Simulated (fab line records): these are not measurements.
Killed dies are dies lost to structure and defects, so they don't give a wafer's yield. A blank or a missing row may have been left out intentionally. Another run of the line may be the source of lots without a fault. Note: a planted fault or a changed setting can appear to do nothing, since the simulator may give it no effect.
Comparing a struck lot with a sound one + flow ritCmos + 14 steps out of a route of 202
Sound: wafers L684.2, L684.3, L684.6. Wafers struck: L687.1, L687.3, L687.4. The cause is given at the end.
Each step with rows lists, per side, the tool, then ch with its chambers, then its first start. Under that, the readings that differ: sound wafers + struck wafers + difference of the means + sigmas: that difference in standard deviations of wafers without a fault.
alike: readings with means less than 2 such deviations apart, plus words and numbers identical on both sides. not compared: withheld readings, readings lacking a value on some wafer, bounds such as >300 that could conceal the same value, and numbers that have no deviation in the record and whose values overlap.
Wherever a step has rows on one side only, a row that says differs or no value, or a row with sigmas, the two part there. Numbers that have no deviation but don't overlap get no sigmas and don't part them. Lack of a reading on every wafer of one side parts them only where that side has two or more wafers.

first, 2 steps without rows for these wafers: RIT_PLDD_PEB_04; RIT_PLDD_DEVELOP_05 (develop time 50 s).
RIT_PLDD_OVL_MEAS_06:
  struck on overlay-02, day 7 10:25; sound on overlay-01, day 6 09:53
  alike: PLDD_OVL
then, 2 steps without rows for these wafers: RIT_PLDD_HARDBAKE_07 (time 60 s); RIT_PLDD_IMPLANT_08.
RIT_PLDD_STRIP_09: strips in O2, time 180 s.
  sound on plasmaAsher-04 ch 0,1, day 6 10:13; struck on plasmaAsher-01 ch 0,1, day 7 10:44
  alike: drypumpMotorCurrentA
  not compared: rfHoursCounterH
RIT_PLDD_TW_MEAS_10:
  struck on filmMetro-01, day 7 10:55; sound on filmMetro-02, day 6 10:23
  alike: PLDD_TW
then, 4 steps without rows for these wafers: RIT_SPACER_CLEAN_00 (cleans in SC1, time 600 s); RIT_SPACER_CLEAN_01 (cleans in dHF, time 29.54 s); RIT_SPACER_CLEAN_02 (cleans in SC2, time 600 s); RIT_SPACER_CVD_03 (deposits Si3N4 from SiH2Cl2/NH3, target thk 250 nm, time 3300 s).
RIT_SPACER_THK_MEAS_04:
  struck on filmMetro-03, day 7 14:37; sound on filmMetro-02, day 6 19:07
  alike: SPACER_NITRIDE_THK
RIT_SPACER_ETCHBACK_05: etches Si3N4 in SF6/CHF3, stops on SiO2, target depth 250 nm, time 240 s.
  sound on rieDiel-01 ch 1,2, day 6 19:10; struck on rieDiel-01 ch 1,2,3, day 7 14:40
| reading                                 | sound             | struck            | difference | sigmas      |
|-----------------------------------------|-------------------|-------------------|------------|-------------|
| oesProductAu (a.u.)                     | 0.839 0.849 0.839 | 1.002 1.031 0.992 | +0.166     | +13         |
| runLengthS (s)                          | 268.2 268.5 268.5 | 172.2 171.8 172.1 | -96.4      | -99 or more |
| model.etch.depthNm (nm)                 | 249.6 249.8 249.6 | 191 188.7 186.6   | -61        |             |
| model.poly-Si_of_GATE_CVD_08.thkNm (nm) | 169.8 169.8 169.5 | 191.7 197.2 195.2 | +25.0      |             |
| model.Si3N4_of_SPACER_CVD_03.thkNm (nm) | 195.5 196.2 195.3 | 215.7 218.2 217.5 | +21.5      |             |
  alike: drypumpMotorCurrentA, throttleValvePct
  not compared: rfHoursCounterH
RIT_M1_PROBE_99:
  struck on prober-01, day 8 02:01; sound on prober-01, day 7 07:52
| reading          | sound | struck      | difference | sigmas |
|------------------|-------|-------------|------------|--------|
| killedAtFrontEnd | 8 9 4 | 264 264 264 | +257       | +83    |
| killedDies       | 8 9 4 | 264 264 264 | +257       | +83    |
| killedOnRim      | 1 5 3 | 70 70 70    | +67        | +48    |
  alike: killedAtContacts, killedOpen, killedShort

== WHERE THEY PART ==
At RIT_SPACER_ETCHBACK_05 first; at RIT_M1_PROBE_99 last (within this record only).

WHY: whatever the simulator had introduced
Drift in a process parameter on rieDiel-01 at RIT_SPACER_ETCHBACK_05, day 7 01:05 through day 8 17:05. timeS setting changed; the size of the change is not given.
